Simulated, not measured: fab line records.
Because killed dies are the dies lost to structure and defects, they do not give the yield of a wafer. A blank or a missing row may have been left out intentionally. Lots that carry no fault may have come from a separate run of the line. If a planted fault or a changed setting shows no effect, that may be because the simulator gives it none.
fab line records    flow rit_cmos
[record] lots = 6  wafers = 18  last_day = 7
route steps=202 shown SILICIDE@163 CONTACT@168 M1@202
lots with no fault: from the same line, run without faults
start_h: hours from the record's opening day to when the first of the lot's shown wafers began    wait_h: hours since the lot's step before    " same as the row above    L1.1+2: one row covering several wafers at once    - value missing, or start not given    * or withheld: withheld    < > ~ a bound
route shown NAME@n: names a module that has steps shown in the file, with the first one's number in the route    usual: average and standard deviation across the fault-free wafers    same: alike in all rows    chamber/n: place in a boat    sites: the reading at each site    _std_site: the values' standard deviation    _edge_site: inner sites' mean taken away from outer sites' mean    radius_mm: how far each site lies from the wafer's centre    mask NAME#n: copy n    behind: tool/chamber where the wafer was last shaped    hold: what put the lot on hold/how long, in hours/how the hold closed    device: names the non-switching transistor (n, p or np)    end of line: the tests these same wafers got at the end of their route    where a step has no rows: the recipe by itself    killed: at the first sort, the dies lost to defects and structure; wafer yield is something else    map: the dies of a wafer, with x for killed, . for not killed, _ for no die there
set.NAME: the setting the step ran with; set.NAME@STEP: the setting that earlier step ran with    model.NAME: the simulator's own value behind a step, which no gauge read
lots at some steps of the route; a table a step, a row a wafer
services: from which hour (start_h, from the record's first day; less than 0 if before it) a tool's chamber was out of use, for how many hours, and why
[[steps]]
[step RIT_SILICIDE_RS_MEAS_02]
[recipe] thk_meas_gauge = four-point-probe  reads = Ti_of_SILICIDE_SPUTTER_01
[usual] SILICIDE_TI_RS = 48.2/0.74
lot.wafer  tool           chamber  start_h  wait_h  SILICIDE_TI_RS[ohm/sq]
L885.3     film_metro-02  -        51.71    0.1     49.7
L885.4     "              -        "        "       48.6
L885.6     "              -        "        "       48.3
L895.1     film_metro-03  -        111.74   0.1     47.8
L895.2     "              -        "        "       48.3
L895.6     "              -        "        "       48.5
L898.2     film_metro-02  -        127.00   0.1     48.0
L898.3     "              -        "        "       49.0
L898.5     "              -        "        "       47.5
L902.4     film_metro-01  -        142.05   0.1     47.3
L902.5     "              -        "        "       47.0
L902.6     "              -        "        "       47.5
L905.1     film_metro-03  -        156.31   0.1     49.4
L905.2     "              -        "        "       50.1
L905.3     "              -        "        "       50.0
L908.1     film_metro-01  -        166.69   0.1     46.9
L908.3     "              -        "        "       46.1
L908.4     "              -        "        "       46.8
[step RIT_SILICIDE_THK_MEAS_03]
[recipe] thk_meas_gauge = xrf  reads = Ti_of_SILICIDE_SPUTTER_01
[usual] SILICIDE_TI_THK = 30.1/0.37
lot.wafer  tool           chamber  start_h  wait_h  SILICIDE_TI_THK[nm]
L885.3     film_metro-02  -        51.81    0.1     29.4
L885.4     "              -        "        "       29.7
L885.6     "              -        "        "       30.1
L895.1     film_metro-03  -        111.86   0.1     30.2
L895.2     "              -        "        "       30.2
L895.6     "              -        "        "       30.1
L898.2     film_metro-02  -        127.11   0.1     30.1
L898.3     "              -        "        "       29.5
L898.5     "              -        "        "       30.2
L902.4     film_metro-01  -        142.14   0.1     30.4
L902.5     "              -        "        "       30.6
L902.6     "              -        "        "       30.4
L905.1     film_metro-03  -        156.43   0.1     29.7
L905.2     "              -        "        "       29.3
L905.3     "              -        "        "       29.5
L908.1     film_metro-01  -        166.81   0.1     30.6
L908.3     "              -        "        "       30.9
L908.4     "              -        "        "       30.7
[step RIT_SILICIDE_RTA_04]
[recipe] temp_c = 650  time_s = 10  idle_temp_c = 25  ramp_up_s = 5  ramp_down_s = 5  cool_to_c = 25  ambient = N2
[usual] wafer_temp_C_max = 654.6/0.91
lot.wafer  tool           chamber  start_h  wait_h  wafer_temp_C_max
L885.3     rtp_anneal-02  0        51.87    0.1     654.1
L885.4     "              0        "        "       654.9
L885.6     "              0        "        "       655.5
L895.1     rtp_anneal-02  0        111.92   0.1     654.6
L895.2     "              0        "        "       653.7
L895.6     "              0        "        "       654.0
L898.2     rtp_anneal-01  0        127.17   0.1     655.6
L898.3     "              0        "        "       655.1
L898.5     "              0        "        "       655.8
L902.4     rtp_anneal-01  0        142.21   0.1     655.7
L902.5     "              0        "        "       654.8
L902.6     "              0        "        "       654.2
L905.1     rtp_anneal-02  0        156.49   0.1     655.8
L905.2     "              0        "        "       655.9
L905.3     "              0        "        "       655.0
L908.1     rtp_anneal-02  0        166.87   0.1     655.6
L908.3     "              0        "        "       654.0
L908.4     "              0        "        "       657.2
[step RIT_SILICIDE_WET_ETCH_05]
[recipe] chemistry = SPM  target = Ti  temp_c = 90  time_s = 120  dry = n2_spin
[step RIT_SILICIDE_RTA_06]
[recipe] temp_c = 750  time_s = 10  idle_temp_c = 25  ramp_up_s = 5  ramp_down_s = 10  cool_to_c = 25  ambient = N2
[usual] wafer_temp_C_max = 755.3/1.1
lot.wafer  tool           chamber  start_h  wait_h  wafer_temp_C_max
L885.3     rtp_anneal-01  0        52.02    0.0     754.7
L885.4     "              0        "        "       754.6
L885.6     "              0        "        "       755.9
L895.1     rtp_anneal-01  0        112.08   0.0     754.5
L895.2     "              0        "        "       753.6
L895.6     "              0        "        "       756.4
L898.2     rtp_anneal-02  0        127.28   0.0     756.2
L898.3     "              0        "        "       754.2
L898.5     "              0        "        "       755.1
L902.4     rtp_anneal-02  0        142.32   0.0     755.7
L902.5     "              0        "        "       756.4
L902.6     "              0        "        "       755.0
L905.1     rtp_anneal-01  0        156.60   0.0     756.0
L905.2     "              0        "        "       754.6
L905.3     "              0        "        "       754.8
L908.1     rtp_anneal-01  0        166.98   0.0     754.3
L908.3     "              0        "        "       753.3
L908.4     "              0        "        "       754.9
[step RIT_CONTACT_CVD_00]
[recipe] material = SiO2  target_thk_nm = 400  precursor = TEOS  temp_c = 390  time_s = 61  rf_w = 400
[usual] heater_power_w = 326/56  rf_fwd_power_W = 397.2/1.4
lot.wafer  tool      chamber  start_h  wait_h  heater_power_w  rf_fwd_power_W
L885.3     pecvd-03  2        52.07    0.0     296             395.2
L885.4     "         0        "        "       308             397.6
L885.6     "         2        "        "       302             396.6
L895.1     pecvd-02  2        112.15   0.1     310             398.0
L895.2     "         0        "        "       373             396.2
L895.6     "         1        "        "       235             397.5
L898.2     pecvd-02  0        127.33   0.0     338             398.0
L898.3     "         1        "        "       311             397.0
L898.5     "         1        "        "       322             398.0
L902.4     pecvd-01  2        142.38   0.0     314             398.3
L902.5     "         1        "        "       353             395.6
L902.6     "         0        "        "       268             396.4
L905.1     pecvd-01  0        156.73   0.1     235             399.0
L905.2     "         1        "        "       367             393.6
L905.3     "         2        "        "       403             399.3
L908.1     pecvd-03  0        167.11   0.1     292             397.2
L908.3     "         1        "        "       457             397.6
L908.4     "         0        "        "       306             396.8
[step RIT_CONTACT_THK_MEAS_01]
[recipe] reads = SiO2_of_CONTACT_CVD_00
[usual] CONTACT_TEOS_THK = 400/5.5
lot.wafer  tool           chamber  start_h  wait_h  CONTACT_TEOS_THK[nm]
L885.3     film_metro-04  -        52.14    0.0     393
L885.4     "              -        "        "       406
L885.6     "              -        "        "       399
L895.1     film_metro-02  -        112.20   0.0     403
L895.2     "              -        "        "       401
L895.6     "              -        "        "       408
L898.2     film_metro-01  -        127.39   0.0     390
L898.3     "              -        "        "       392
L898.5     "              -        "        "       404
L902.4     film_metro-01  -        142.43   0.0     404
L902.5     "              -        "        "       398
L902.6     "              -        "        "       398
L905.1     film_metro-01  -        156.78   0.0     402
L905.2     "              -        "        "       395
L905.3     "              -        "        "       397
L908.1     film_metro-01  -        167.19   0.1     402
L908.3     "              -        "        "       404
L908.4     "              -        "        "       409
[step RIT_CONTACT_HMDS_02]
[recipe] prime_time_s = 60  prime_temp_c = 140
[step RIT_CONTACT_COAT_03]
[recipe] resist = NOVOLAK  spin_rpm = 3250  resist_thk_nm = 1000
[step RIT_CONTACT_SOFTBAKE_04]
[recipe] resist = NOVOLAK  temp_c = 90  time_s = 60
[step RIT_CONTACT_EXPOSE_05]
[recipe] mask_id = M11  na = 0.6  source_shape = conventional  sigma_outer = 0.5  target_cd_nm = 1000  dose_mj = 250
[step RIT_CONTACT_PEB_06]
[recipe] resist = NOVOLAK  temp_c = withheld  time_s = withheld
[step RIT_CONTACT_DEVELOP_07]
[recipe] resist = NOVOLAK  develop_time_s = 120  dev_temp_c = 23
[usual] developer_temp_C = 23.01/0.12
lot.wafer  tool            chamber  start_h  wait_h  developer_temp_C
L885.3     litho_track-04  0        53       -       23.02
L885.4     "               0        "        "       22.96
L885.6     "               0        "        "       22.92
L895.1     litho_track-04  0        113      -       25.16
L895.2     "               0        "        "       25.25
L895.6     "               0        "        "       25.33
L898.2     litho_track-04  0        128      -       25.30
L898.3     "               0        "        "       25.36
L898.5     "               0        "        "       25.37
L902.4     litho_track-03  0        143      -       23.17
L902.5     "               0        "        "       23.06
L902.6     "               0        "        "       23.14
L905.1     litho_track-01  0        157      -       23.28
L905.2     "               0        "        "       23.02
L905.3     "               0        "        "       23.19
L908.1     litho_track-03  0        167      -       23.05
L908.3     "               0        168      -       23.23
L908.4     "               0        "        "       23.03
[step RIT_CONTACT_CD_MEAS_08]
[recipe] target_cd_nm = 1000
[usual] cd_nm = 1000.4/2.5
lot.wafer  tool       chamber  start_h  wait_h  hold                      cd_nm
L885.3     cd_sem-01  -        53.31    -       -                         1001.6
L885.4     "          -        "        "       -                         1001.7
L885.6     "          -        "        "       -                         1001.1
L895.1     cd_sem-02  -        113.35   -       await_dispo/0.2h/release  987.8
L895.2     "          -        "        "       await_dispo/0.2h/release  988.9
L895.6     "          -        "        "       await_dispo/0.2h/release  987.7
L895.1     cd_sem-02  -        113.63   0.3     -                         988.0
L895.2     "          -        "        "       -                         988.7
L895.6     "          -        "        "       -                         987.3
L898.2     cd_sem-01  -        128.55   -       -                         994.3
L898.3     "          -        "        "       -                         993.8
L898.5     "          -        "        "       -                         993.4
L902.4     cd_sem-01  -        143.61   -       -                         996.8
L902.5     "          -        "        "       -                         997.4
L902.6     "          -        "        "       -                         998.4
L905.1     cd_sem-02  -        157.95   -       -                         1005.8
L905.2     "          -        "        "       -                         1005.5
L905.3     "          -        "        "       -                         1005.2
L908.1     cd_sem-01  -        168.21   -       -                         1002.5
L908.3     "          -        "        "       -                         1000.7
L908.4     "          -        "        "       -                         1000.7
[step RIT_CONTACT_OVL_MEAS_09]
[usual] CONTACT_OVL = -0.9/1.2
lot.wafer  tool        chamber  start_h  wait_h  hold                      CONTACT_OVL[nm]
L885.3     overlay-02  -        53.40    0.1     -                         0.2
L885.4     "           -        "        "       -                         0.0
L885.6     "           -        "        "       -                         -0.9
L895.1     overlay-02  -        117.00   3.3     await_dispo/3.2h/release  -0.1
L895.2     "           -        "        "       await_dispo/3.2h/release  1.4
L895.6     "           -        "        "       await_dispo/3.2h/release  0.0
L898.2     overlay-01  -        128.66   0.1     -                         0.4
L898.3     "           -        "        "       -                         0.9
L898.5     "           -        "        "       -                         2.0
L902.4     overlay-01  -        143.69   0.1     -                         0.5
L902.5     "           -        "        "       -                         0.3
L902.6     "           -        "        "       -                         1.7
L905.1     overlay-01  -        158.07   0.1     -                         -2.4
L905.2     "           -        "        "       -                         -2.2
L905.3     "           -        "        "       -                         0.6
L908.1     overlay-01  -        168.33   0.1     -                         -2.9
L908.3     "           -        "        "       -                         -0.4
L908.4     "           -        "        "       -                         -0.1
[step RIT_CONTACT_HARDBAKE_10]
[recipe] resist = NOVOLAK  temp_c = 140  time_s = 60
[step RIT_CONTACT_ETCH_11]
[recipe] target_depth_a = 4800  over_etch_frac = 0.2  stop_on = TiSi2  chemistry = CHF3/CF4/Ar  target = SiO2  CHF3_flow_sccm = 50  cf4_flow_sccm = 10  Ar_flow_sccm = 100  O2_flow_sccm = 5  pressure_mtorr = 100  rf_w = 200  time_s = 320
[usual] cf4_flow_sccm = 10.003/0.028  drypump_motor_current_A = 5.8/0.62  oes_product_au = 0.993/0.016  rf_fwd_power_W = 199.6/0.55  throttle_valve_pct = 8.89/0.15
[same] over_etch_frac = 0.2
lot.wafer  tool         chamber  start_h  wait_h  cf4_flow_sccm  drypump_motor_current_A  oes_product_au  rf_fwd_power_W  rf_hours_counter_h  throttle_valve_pct  model.CONTACT.cd_nm
L885.3     rie_diel-02  1        53.57    0.1     10.017         6.4                      0.993           199.1           6                   9.09                1001
L885.4     "            2        "        "       9.978          5.3                      0.964           200.4           4                   9.13                1002
L885.6     "            3        "        "       10.019         5.4                      0.995           199.0           -                   8.91                1001
L895.1     rie_diel-02  3        117.47   0.3     10.018         5.5                      0.995           199.8           87                  8.90                988.2
L895.2     "            0        "        "       10.034         5.6                      0.984           200.7           17                  8.85                988.9
L895.6     "            2        "        "       10.066         5.4                      0.972           199.6           -                   9.14                987.7
L898.2     rie_diel-03  0        128.84   0.1     9.930          6.7                      0.997           198.9           6                   8.75                994.4
L898.3     "            1        "        "       9.981          6.2                      1.007           199.5           90                  8.80                993.7
L898.5     "            0        "        "       9.998          6.7                      0.999           198.5           -                   8.74                993.3
L902.4     rie_diel-04  3        143.86   0.1     9.998          6.4                      0.968           199.1           52                  8.88                996.5
L902.5     "            1        "        "       10.026         5.0                      0.991           200.3           -                   8.66                997.4
L902.6     "            0        "        "       10.008         6.6                      1.013           200.4           -                   8.77                998
L905.1     rie_diel-04  3        158.26   0.1     9.961          6.4                      0.966           199.8           53                  8.91                1006
L905.2     "            2        "        "       10.003         5.0                      0.996           199.2           72                  9.12                1005
L905.3     "            0        "        "       9.979          6.6                      0.997           199.4           4                   8.76                1005
L908.1     rie_diel-03  0        168.52   0.1     10.010         6.7                      1.008           199.5           7                   8.72                1003
L908.3     "            2        "        "       10.027         5.2                      1.009           201.0           1                   8.86                1001
L908.4     "            1        "        "       9.985          6.2                      1.011           199.4           91                  8.79                1000
[step RIT_CONTACT_STRIP_12]
[recipe] chemistry = O2  time_s = 180  resist = NOVOLAK  platen_temp_c = withheld  power_w = 500  pressure_mtorr = 4000  o2_flow_sccm = 4000
[usual] drypump_motor_current_A = 6.1/0.42  o2_flow_sccm = 3998/12  rf_refl_power_W = 7.2/1.2
lot.wafer  tool             chamber  start_h  wait_h  drypump_motor_current_A  o2_flow_sccm  rf_hours_counter_h  rf_refl_power_W
L885.3     plasma_asher-02  0        53.83    0.2     5.7                      4020          -                   6.5
L885.4     "                1        "        "       5.9                      3996          -                   7.8
L885.6     "                1        "        "       5.9                      3997          -                   7.7
L895.1     plasma_asher-03  1        117.66   0.1     6.3                      4006          48                  7.9
L895.2     "                0        "        "       6.8                      3998          48                  7.9
L895.6     "                0        "        "       6.8                      4000          -                   8.0
L898.2     plasma_asher-02  0        129.03   0.1     5.6                      4001          44                  6.8
L898.3     "                1        "        "       5.8                      3965          -                   7.7
L898.5     "                1        "        "       5.9                      3987          -                   7.8
L902.4     plasma_asher-02  1        144.11   0.2     5.9                      3975          -                   7.8
L902.5     "                0        "        "       5.6                      3998          -                   6.6
L902.6     "                1        "        "       5.8                      3999          -                   7.7
L905.1     plasma_asher-03  0        158.45   0.1     6.8                      4038          53                  8.0
L905.2     "                1        "        "       6.3                      4019          53                  8.5
L905.3     "                1        "        "       6.3                      4008          -                   8.2
L908.1     plasma_asher-02  0        168.72   0.1     5.7                      4008          48                  6.9
L908.3     "                0        "        "       5.7                      4006          -                   6.7
L908.4     "                1        "        "       5.9                      4003          -                   7.7
[step RIT_M1_PROBE_99]
[usual] killed_at_contacts = 0.1/0.27  killed_at_front_end = 6/3  killed_dies = 7/3  killed_open = 3.1/2  killed_short = 3.4/2
[same] gross_dies = 264  killed_at_M0_to_M3 = 0  killed_at_M4_up = 0  killed_at_back_side = 0  killed_at_other = 0
lot.wafer  tool       chamber  start_h  wait_h  killed_at_contacts  killed_at_front_end  killed_dies  killed_open  killed_short
L885.3     prober-01  -        58.78    0.2     0                   11                   11           8            3
L885.4     prober-01  -        58.83    0.2     0                   7                    7            1            6
L885.6     prober-01  -        58.93    0.2     0                   10                   10           6            4
L895.1     prober-01  -        124.51   0.1     0                   6                    6            2            4
L895.2     prober-01  -        124.56   0.1     0                   8                    8            2            6
L895.6     prober-01  -        124.76   0.2     0                   8                    8            3            5
L898.2     prober-02  -        133.77   0.1     0                   7                    7            4            3
L898.3     prober-02  -        133.82   0.2     0                   7                    7            4            3
L898.5     prober-02  -        133.92   0.2     1                   11                   12           5            7
L902.4     prober-01  -        149.00   0.2     0                   10                   10           8            2
L902.5     prober-01  -        149.05   0.2     0                   2                    2            0            2
L902.6     prober-01  -        149.10   0.2     0                   12                   12           6            6
L905.1     prober-01  -        163.26   0.1     0                   1                    1            1            0
L905.2     prober-01  -        163.31   0.1     0                   10                   10           4            6
L905.3     prober-01  -        163.36   0.2     0                   4                    4            3            1
L908.1     prober-01  -        173.51   0.1     0                   4                    4            1            3
L908.3     prober-01  -        173.61   0.2     0                   4                    4            1            3
L908.4     prober-01  -        173.66   0.2     0                   5                    5            1            4
// killed by level:class
L885.3 FOX1:geometric_particle:short=3 SPACER:geometric_particle:open=3 FOX1:geometric_particle:open=2 FOX2:geometric_particle:open=1 GATE:geometric_particle:open=1 SILICIDE:geometric_particle:open=1
L885.4 GATE:geometric_particle:short=4 FOX1:geometric_particle:short=1 FOX1:geometric_particle:open=1 SPACER:geometric_particle:short=1
L885.6 GATE:geometric_particle:open=4 GATE:geometric_particle:short=3 FOX2:geometric_particle:open=1 REOX:geometric_particle:short=1 SILICIDE:geometric_particle:open=1
L895.1 FOX2:geometric_particle:short=2 GATE:geometric_particle:open=2 GATE:geometric_particle:short=1 SPACER:geometric_particle:short=1
L895.2 GATE:geometric_particle:short=3 FOX1:geometric_particle:short=1 FOX1:geometric_particle:open=1 GATE:geometric_particle:open=1 SPACER:geometric_particle:short=1 SILICIDE:geometric_particle:short=1
L895.6 GATE:geometric_particle:short=3 GATE:geometric_particle:open=3 FOX1:geometric_particle:short=1 SILICIDE:geometric_particle:short=1
L898.2 GATE:geometric_particle:open=2 FOX2:geometric_particle:short=1 FOX2:geometric_particle:open=1 GATE:geometric_particle:short=1 REOX:geometric_particle:open=1 REOX:geometric_particle:short=1
L898.3 REOX:geometric_particle:open=2 FOX1:geometric_particle:short=1 FOX2:geometric_particle:short=1 REOX:geometric_particle:short=1 SPACER:geometric_particle:open=1 SILICIDE:geometric_particle:open=1
L898.5 GATE:geometric_particle:open=3 REOX:geometric_particle:short=3 REOX:geometric_particle:open=2 FOX2:geometric_particle:short=1 GATE:geometric_particle:short=1 SPACER:geometric_particle:short=1 CONTACT:geometric_particle:short=1
L902.4 FOX1:geometric_particle:open=3 GATE:geometric_particle:short=2 SILICIDE:geometric_particle:open=2 FOX2:geometric_particle:open=1 GATE:geometric_particle:open=1 REOX:geometric_particle:open=1
L902.5 REOX:geometric_particle:short=2
L902.6 FOX1:geometric_particle:short=3 REOX:geometric_particle:open=3 GATE:geometric_particle:short=2 SILICIDE:geometric_particle:open=2 GATE:geometric_particle:open=1 REOX:geometric_particle:short=1
L905.1 FOX2:geometric_particle:open=1
L905.2 GATE:geometric_particle:open=2 GATE:geometric_particle:short=2 SILICIDE:geometric_particle:open=2 SILICIDE:geometric_particle:short=2 REOX:geometric_particle:short=1 SPACER:geometric_particle:short=1
L905.3 GATE:geometric_particle:open=3 SILICIDE:geometric_particle:short=1
L908.1 GATE:geometric_particle:short=2 REOX:geometric_particle:open=1 REOX:geometric_particle:short=1
L908.3 GATE:geometric_particle:short=2 FOX1:geometric_particle:short=1 GATE:geometric_particle:open=1
L908.4 GATE:geometric_particle:short=4 FOX2:geometric_particle:open=1
[[services]]
tool             chamber  start_h  hours  kind
rie_diel-03      3        29.23    4.8    repair
rie_diel-04      0        39.43    3.9    repair
rie_diel-04      -        39.47    8.5    repair
rie_diel-04      1        40.14    14.4   repair
plasma_asher-03  -        56.59    2.4    repair
pecvd-02         1        94.49    7.6    repair
rie_diel-03      2        104.07   -      clean
rie_diel-03      2        104.07   17.1   scheduled_down
rie_diel-03      2        104.07   17.1   vent_cycle
plasma_asher-02  -        105.02   4.3    repair
rie_diel-03      0        112.56   7.1    repair
rie_diel-02      -        126.93   28.1   pm
pecvd-03         -        133.40   1.8    repair
plasma_asher-02  -        135.24   0.7    repair
rie_diel-02      3        157.63   5.5    repair
pecvd-03         2        159.42   8.5    repair
rie_diel-04      -        165.71   2.8    pm
[[key]]
[first_sign] step = RIT_CONTACT_DEVELOP_07  reading = developer_temp_C  direction = up  sigmas = 19  usual = *  struck = *
[effect] step = RIT_CONTACT_CD_MEAS_08  reading = visit  direction = added  through = control_loop
[model_effect] step = RIT_CONTACT_ETCH_11  value = CONTACT.cd_nm  without = 1002  struck = 991
met_at RIT_CONTACT_DEVELOP_07
struck_wafers L895.1,L895.2,L895.6,L898.2,L898.3,L898.5
tester_left_out L895,L898
[loop_trim] step = RIT_CONTACT_EXPOSE_05  setting = dose  lots = L898
onset_between 53 113
[fault] kind = process_parameter_drift  tool = litho_track-04  chamber = -  onset_h = 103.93  steps = RIT_CONTACT_DEVELOP_07  channel = dev_temp_c  offset = *  shape = step  end_h = 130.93  acts_in = *  stated = *
// tester_left_out: of these lots the tester's yield and bins aren't shown, on N5 and GAA mostly nor the transistor test; their killed dies are dies lost to structure and defects alone, not to doping, threshold or leakage, so they don't give the yield
// loop_trim: a control loop set the setting to another value than it would have without faults
